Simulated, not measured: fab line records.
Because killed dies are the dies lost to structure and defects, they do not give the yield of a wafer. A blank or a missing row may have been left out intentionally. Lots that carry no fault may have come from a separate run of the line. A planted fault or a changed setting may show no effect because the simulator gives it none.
Check of tool commonality || flow rit-cmos || Lots sampled 14, wafers sampled 48

REASON IT WAS OPENED
2 of 14 lots carry a flag on the reading SPACER_NITRIDE_THK at RIT_SPACER_THK_MEAS_04. Fault-free wafers read 250.1 nm, with a standard deviation of 2.7.
Rule: flag the lot when none of its wafers has a number, or when each of its wafers that has one lies beyond 4 standard deviations from that mean. The rest of the lots are taken to be sound.

{"lot": "L519", "measured": "day 3 05:53", "on": "film-metro-02", "SPACER_NITRIDE_THK (nm), wafer by wafer": "247.3 250.5 248.2", "flag": ""}
{"lot": "L520", "measured": "day 3 06:58", "on": "film-metro-04", "SPACER_NITRIDE_THK (nm), wafer by wafer": "245.6 244.6 245.8", "flag": ""}
{"lot": "L521", "measured": "day 3 19:32", "on": "film-metro-03", "SPACER_NITRIDE_THK (nm), wafer by wafer": "251.8 252.5 250.8", "flag": ""}
{"lot": "L522", "measured": "day 3 21:14", "on": "film-metro-02", "SPACER_NITRIDE_THK (nm), wafer by wafer": "247.7 247.3 247.1", "flag": ""}
{"lot": "L524", "measured": "day 4 11:41", "on": "film-metro-02", "SPACER_NITRIDE_THK (nm), wafer by wafer": "255.5 253.5 253.2", "flag": ""}
{"lot": "L525", "measured": "day 4 18:44", "on": "film-metro-03", "SPACER_NITRIDE_THK (nm), wafer by wafer": "248.4 250.2 251.4", "flag": ""}
{"lot": "L526", "measured": "day 4 21:14", "on": "film-metro-03", "SPACER_NITRIDE_THK (nm), wafer by wafer": "355.1 356.0 354.0 354.9 356.4 353.6", "flag": "FLAGGED"}
{"lot": "L528", "measured": "day 5 01:46", "on": "film-metro-02", "SPACER_NITRIDE_THK (nm), wafer by wafer": "354.6 353.2 353.0 354.7 353.1 353.0", "flag": "FLAGGED"}
{"lot": "L535", "measured": "day 6 09:07", "on": "film-metro-02", "SPACER_NITRIDE_THK (nm), wafer by wafer": "251.6 251.8 248.9", "flag": ""}
{"lot": "L536", "measured": "day 6 14:47", "on": "film-metro-04", "SPACER_NITRIDE_THK (nm), wafer by wafer": "249.8 249.5 247.8", "flag": ""}
{"lot": "L537", "measured": "day 6 17:16", "on": "film-metro-02", "SPACER_NITRIDE_THK (nm), wafer by wafer": "249.8 248.3 247.5", "flag": ""}
{"lot": "L539", "measured": "day 7 07:30", "on": "film-metro-02", "SPACER_NITRIDE_THK (nm), wafer by wafer": "250.8 250.7 247.2", "flag": ""}
{"lot": "L541", "measured": "day 7 21:02", "on": "film-metro-03", "SPACER_NITRIDE_THK (nm), wafer by wafer": "250.2 249.0 251.1", "flag": ""}
{"lot": "L542", "measured": "day 8 02:07", "on": "film-metro-04", "SPACER_NITRIDE_THK (nm), wafer by wafer": "255.5 255.1 254.7", "flag": ""}
The numbers of the flagged lots are 354.3 nm on average: +104.2 nm against the usual, or +39 standard deviations.

WHICH TOOL EACH LOT WENT THROUGH
The record holds 1 process step before the reading, out of a route of 202 steps. Every cell lists first the tool, next ch and the chambers used by the sampled wafers, and last the start.
{"lot": "L519", "flag": "", "RIT_SPACER_CVD_03": "lpcvd-01 ch 0, day 3 03:58"}
{"lot": "L520", "flag": "", "RIT_SPACER_CVD_03": "lpcvd-02 ch 0, day 3 05:04"}
{"lot": "L521", "flag": "", "RIT_SPACER_CVD_03": "lpcvd-02 ch 0, day 3 17:37"}
{"lot": "L522", "flag": "", "RIT_SPACER_CVD_03": "lpcvd-01 ch 1, day 3 19:19"}
{"lot": "L524", "flag": "", "RIT_SPACER_CVD_03": "lpcvd-02 ch 0, day 4 09:46"}
{"lot": "L525", "flag": "", "RIT_SPACER_CVD_03": "lpcvd-01 ch 0, day 4 16:49"}
{"lot": "L526", "flag": "FLAGGED", "RIT_SPACER_CVD_03": "lpcvd-02 ch 0, day 4 18:22"}
{"lot": "L528", "flag": "FLAGGED", "RIT_SPACER_CVD_03": "lpcvd-02 ch 0, day 4 23:50"}
{"lot": "L535", "flag": "", "RIT_SPACER_CVD_03": "lpcvd-01 ch 0, day 6 07:11"}
{"lot": "L536", "flag": "", "RIT_SPACER_CVD_03": "lpcvd-01 ch 1, day 6 12:52"}
{"lot": "L537", "flag": "", "RIT_SPACER_CVD_03": "lpcvd-01 ch 1, day 6 15:21"}
{"lot": "L539", "flag": "", "RIT_SPACER_CVD_03": "lpcvd-01 ch 0, day 7 05:35"}
{"lot": "L541", "flag": "", "RIT_SPACER_CVD_03": "lpcvd-01 ch 1, day 7 19:05"}
{"lot": "L542", "flag": "", "RIT_SPACER_CVD_03": "lpcvd-02 ch 1, day 8 00:11"}
These steps, and what they do:
- RIT_SPACER_CVD_03: deposits Si3N4 from SiH2Cl2/NH3, target thk 250 nm, time 3300 s.
- RIT_SPACER_THK_MEAS_04

FLAGGED OVER TOTAL, TOOL BY TOOL (the gauges that took the reading come last)
{"step": "RIT_SPACER_CVD_03", "tool": "lpcvd-01", "lots run": 8, "flagged": 0, "share of the flagged lots": "none", "sound lots run after its first flagged lot": "-"}
{"step": "RIT_SPACER_CVD_03", "tool": "lpcvd-02", "lots run": 6, "flagged": 2, "share of the flagged lots": "all", "sound lots run after its first flagged lot": "1 (L542)"}
{"step": "RIT_SPACER_THK_MEAS_04", "tool": "film-metro-02", "lots run": 7, "flagged": 1, "share of the flagged lots": "some", "sound lots run after its first flagged lot": "3 (L535,L537,L539)"}
{"step": "RIT_SPACER_THK_MEAS_04", "tool": "film-metro-03", "lots run": 4, "flagged": 1, "share of the flagged lots": "some", "sound lots run after its first flagged lot": "1 (L541)"}
{"step": "RIT_SPACER_THK_MEAS_04", "tool": "film-metro-04", "lots run": 3, "flagged": 0, "share of the flagged lots": "none", "sound lots run after its first flagged lot": "-"}

WHAT THE TABLE PERMITS
Rows of the table that ran each flagged lot: 1, that is lpcvd-02 at RIT_SPACER_CVD_03.
- lpcvd-02 at RIT_SPACER_CVD_03 ran 6 lots, 2 of them flagged. After the first flagged lot (L542), sound lots still ran on it; a lasting fault on the whole tool would not permit that. Its own readings (spike-tc-centre-C, spike-tc-load-C, spike-tc-source-C) fall more than 4 standard deviations out on all wafers of the flagged lots.
There is no row in the table that ran each flagged lot and no sound lot after the first.

WHAT THE SIMULATOR PUT IN
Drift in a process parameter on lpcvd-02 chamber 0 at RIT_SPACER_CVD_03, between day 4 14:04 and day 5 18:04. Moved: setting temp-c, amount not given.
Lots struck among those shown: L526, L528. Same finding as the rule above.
